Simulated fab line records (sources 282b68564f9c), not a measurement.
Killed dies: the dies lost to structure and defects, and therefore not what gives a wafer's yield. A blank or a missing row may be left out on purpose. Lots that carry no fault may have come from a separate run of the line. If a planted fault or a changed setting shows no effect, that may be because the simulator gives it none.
A lot that was struck, set against a sound lot | flow ritCmos | 30 steps out of a route of 202
Sound: the wafers L202.2, L202.3, L202.4. The struck wafers were L209.1, L209.3, L209.5. The cause is named last.
Each step with rows lists, per side, the tool, then ch with its chambers, then its first start. Under that, the readings that differ: sound wafers | struck wafers | difference of the means | sigmas: that difference in standard deviations of wafers without a fault.
alike: same words and numbers on both sides, and readings whose means sit less than 2 such deviations apart. not compared: any withheld reading, any reading some wafer has no value for, any bound like >300 that may hide the same value, and any number with overlapping values for which the record gives no deviation.
A row with sigmas, a row that says differs or no value, or rows on one side alone: a step with any of these is where the two part. When numbers do not overlap yet have no deviation, they are printed without sigmas and do not part them. A reading missing from all wafers of one side parts the sides only when that side holds two or more wafers.

RIT_FOX2_THK_MEAS_01:
  sound: filmMetro-04 at day 3 20:23; struck: filmMetro-02 at day 5 09:44
  alike: FOX2_OXIDE_THK
then, 2 steps without rows for these wafers: RIT_FOX2_CLEAN_02 (cleans in dHF, time 180 s); RIT_FOX2_WET_ETCH_03 (etches Si3N4 in H3PO4, target depth 195 nm, time 2700 s).
RIT_FOX2_THK_MEAS_90:
  sound: filmMetro-02 at day 3 21:23; struck: filmMetro-01 at day 5 10:41
  alike: FIELD_OXIDE_LEFT_1_THK
then, 6 steps without rows for these wafers: RIT_NWELL_HMDS_00 (prime time 60 s); RIT_NWELL_COAT_01 (resist thk 1300 nm); RIT_NWELL_SOFTBAKE_02 (time 60 s); RIT_NWELL_EXPOSE_03 (exposes mask M2, target cd 43900 nm); RIT_NWELL_PEB_04; RIT_NWELL_DEVELOP_05 (develop time 68 s).
RIT_NWELL_OVL_MEAS_06:
  sound: overlay-01 at day 3 22:19; struck: overlay-01 at day 5 11:38
  alike: NWELL_OVL
then, 1 step without rows for these wafers: RIT_NWELL_HARDBAKE_07 (time 120 s).
RIT_NWELL_IMPLANT_08:
  sound on implanter-02 ch 0, day 3 22:37; struck on implanter-02 ch 0, day 5 11:55
reading                  | sound                | struck               | difference | sigmas
beamEnergyKeV            | 170.07 170.03 170.06 | 118.91 119.04 119.02 | -51.06     | -99 or more
model.implant.rpNm (nm)  | 212.5 212.5 212.5    | 150.9 150.9 150.9    | -61.6      | 
model.implant.drpNm (nm) | 68.82 68.82 68.82    | 52.37 52.37 52.37    | -16.45     | 
RIT_NWELL_STRIP_09: strips in O2, time 180 s.
  sound on plasmaAsher-04 ch 0,1, day 3 22:45; struck on plasmaAsher-03 ch 0,1, day 5 12:04
  alike: drypumpMotorCurrentA
  not compared: rfHoursCounterH
RIT_NWELL_TW_MEAS_10:
  sound: filmMetro-01 at day 3 22:56; struck: filmMetro-01 at day 5 12:14
reading  | sound          | struck         | difference | sigmas
NWELL_TW | 2121 2133 2131 | 1968 1962 1978 | -159       | -13
then, 6 steps without rows for these wafers: RIT_PWELL_HMDS_00 (prime time 60 s); RIT_PWELL_COAT_01 (resist thk 1300 nm); RIT_PWELL_SOFTBAKE_02 (time 60 s); RIT_PWELL_EXPOSE_03 (exposes mask M3, target cd 43700 nm); RIT_PWELL_PEB_04; RIT_PWELL_DEVELOP_05 (develop time 68 s).
RIT_PWELL_OVL_MEAS_06:
  sound: overlay-02 at day 3 23:57; struck: overlay-01 at day 5 13:11
  alike: PWELL_OVL
then, 2 steps without rows for these wafers: RIT_PWELL_HARDBAKE_07 (time 120 s); RIT_PWELL_IMPLANT_08.
RIT_PWELL_STRIP_09: strips in O2, time 180 s.
  sound on plasmaAsher-04 ch 0,1, day 4 00:23; struck on plasmaAsher-04 ch 0, day 5 13:37
reading                  | sound       | struck      | difference | sigmas
drypumpMotorCurrentA (A) | 5.2 6.3 5.3 | 6.3 6.3 6.3 | +0.7       | +2
  not compared: rfHoursCounterH
RIT_PWELL_TW_MEAS_10:
  sound: filmMetro-01 at day 4 00:34; struck: filmMetro-03 at day 5 13:47
reading  | sound       | struck      | difference | sigmas
PWELL_TW | 967 965 963 | 954 955 957 | -10        | -2
then, 1 step without rows for these wafers: RIT_WELLDRIVE_ANNEAL_00 (time 14700 s).
RIT_WELLDRIVE_RS_MEAS_01: measures by four-point-probe.
  sound: filmMetro-04 at day 4 06:19; struck: filmMetro-04 at day 5 19:56
reading           | sound             | struck            | difference | sigmas
NWELL_RS (ohm/sq) | 278.7 280.2 279.4 | 281.1 281.9 282.2 | +2.3       | +3
RIT_WELLDRIVE_RS_MEAS_02: measures by four-point-probe.
  sound: filmMetro-04 at day 4 06:26; struck: filmMetro-04 at day 5 20:04
reading           | sound             | struck            | difference | sigmas
PWELL_RS (ohm/sq) | 427.1 426.7 427.2 | 431.2 429.9 429.1 | +3.1       | +2
RIT_M1_PROBE_99:
  sound: prober-01 at day 5 11:25; struck: prober-02 at day 7 02:20
reading                             | sound                | struck              | difference | sigmas
killedAtContacts                    | 0 1 1                | 0 0 0               | -1         | -2
model.etest.nwellPinched.rsOhmSq    | 349.8 343.7 351.2    | 360.3 364 367.4     | +15.7      | 
model.etest.wellEdgeLeft.lineOhmUm  | 183.5 188.2 187.7    | 192.9 191.9 193.2   | +6.2       | 
model.etest.wellEdgeRight.lineOhmUm | 186.1 187.5 187.3    | 195.2 191.9 192.2   | +6.1       | 
model.etest.fieldPMetal.vtV (V)     | -27.63 -28.27 -28.21 | -24.5 -24.53 -24.59 | +3.5       | 
model.etest.fieldP.vtV (V)          | -12.47 -12.51 -12.41 | -11.19 -11.3 -11.22 | +1.23      | 
model.etest.isoNwellNwell.bvV (V)   | 22.39 22.47 22.65    | 23.1 23.16 23.3     | +0.7       | 
model.etest.vpnp.gain               | 1.104 1.098 1.13     | 1.157 1.131 1.137   | +0.031     | 
  alike: killedAtFrontEnd, killedDies, killedOpen, killedShort
  not compared: model.etest.isoPplusPwell.lateralLog10AUm

== WHERE THEY PART ==
First at RIT_NWELL_IMPLANT_08; last, within this record, at RIT_M1_PROBE_99.

WHY: what had been put in by the simulator
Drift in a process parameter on implanter-02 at RIT_NWELL_IMPLANT_08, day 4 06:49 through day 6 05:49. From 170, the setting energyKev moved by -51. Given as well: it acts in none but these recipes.
